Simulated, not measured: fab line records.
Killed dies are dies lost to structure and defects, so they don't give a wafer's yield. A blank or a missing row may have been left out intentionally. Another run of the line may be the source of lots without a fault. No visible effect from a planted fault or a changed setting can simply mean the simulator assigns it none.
A single fault, viewed from 2 desks :: flow berkeleyCmos170 :: each desk holds nothing but its own numbers, with what lay behind them at the end

== THE METROLOGY DESK ==
Means of the sampled wafers that have a number, per lot and without regard to the tool the lot ran on: this is what the gauges read. A lot is out of limits, marked OUT, if its mean lies more than 4 standard deviations from the usual mean; the brackets give that distance.
Columns: A = NLDD_RS at UCB170_SDANNEAL_RS_MEAS_05, usual 616.9 ohm/sq; B = M3_OVL at UCB170_M3_OVL_MEAS_16, usual -1 nm
lot: L522
first seen here: day 7 17:59
A: 617.1
B: 6

lot: L524
first seen here: day 8 03:44
A: 616.0
B: -4

lot: L528
first seen here: day 9 14:59
A: 617.8
B: 4

lot: L529
first seen here: day 9 15:34
A: 616.9
B: -1

lot: L530
first seen here: day 9 16:01
A: 618.4
B: -12

lot: L532
first seen here: day 10 05:35
A: 617.1
B: -4

lot: L534
first seen here: day 10 05:58
A: 618.3
B: -2

lot: L533
first seen here: day 10 06:21
A: 617.4
B: -1

lot: L535
first seen here: day 10 18:19
A: 618.4
B: 6

lot: L537
first seen here: day 10 18:43
A: 616.9
B: -9

lot: L539
first seen here: day 11 16:59
A: 618.1
B: -4

lot: L541
first seen here: day 12 00:26
A: 616.4
B: 1

lot: L544
first seen here: day 13 00:55
A: 617.4
B: -5
This desk's verdict: no lot among the 13 shows anything out of limits.

== FOR THE TOOL OWNER'S DESK: cmp-01 ==
The tool's own readings at UCB170_V2_CMP_02 (polishes SiO2): means of the sampled wafers that have a number, for each lot that ran on this tool. A lot is out of limits, marked OUT, if its mean lies more than 4 standard deviations from the usual mean; the brackets give that distance.
Columns: A = motorCurrentA at UCB170_V2_CMP_02, usual 16.7 A
lot: L530
first seen here: day 10 11:50
A: 15.3

lot: L534
first seen here: day 10 20:23
A: 16.7

lot: L533
first seen here: day 10 23:16
A: 16.2

lot: L537
first seen here: day 11 08:43
A: 17.2

lot: L535
first seen here: day 11 11:17
A: 17.2

lot: L539
first seen here: day 12 09:34
A: 16.1

lot: L541
first seen here: day 12 15:44
A: 17.8
This desk's verdict: no lot among the 7 shows anything out of limits.

== PUT TOGETHER ==
Metrology desk: nothing out of limits seen.
Nothing out of limits was seen by the tool owner's desk.

== WHAT THE SIMULATOR PUT IN ==
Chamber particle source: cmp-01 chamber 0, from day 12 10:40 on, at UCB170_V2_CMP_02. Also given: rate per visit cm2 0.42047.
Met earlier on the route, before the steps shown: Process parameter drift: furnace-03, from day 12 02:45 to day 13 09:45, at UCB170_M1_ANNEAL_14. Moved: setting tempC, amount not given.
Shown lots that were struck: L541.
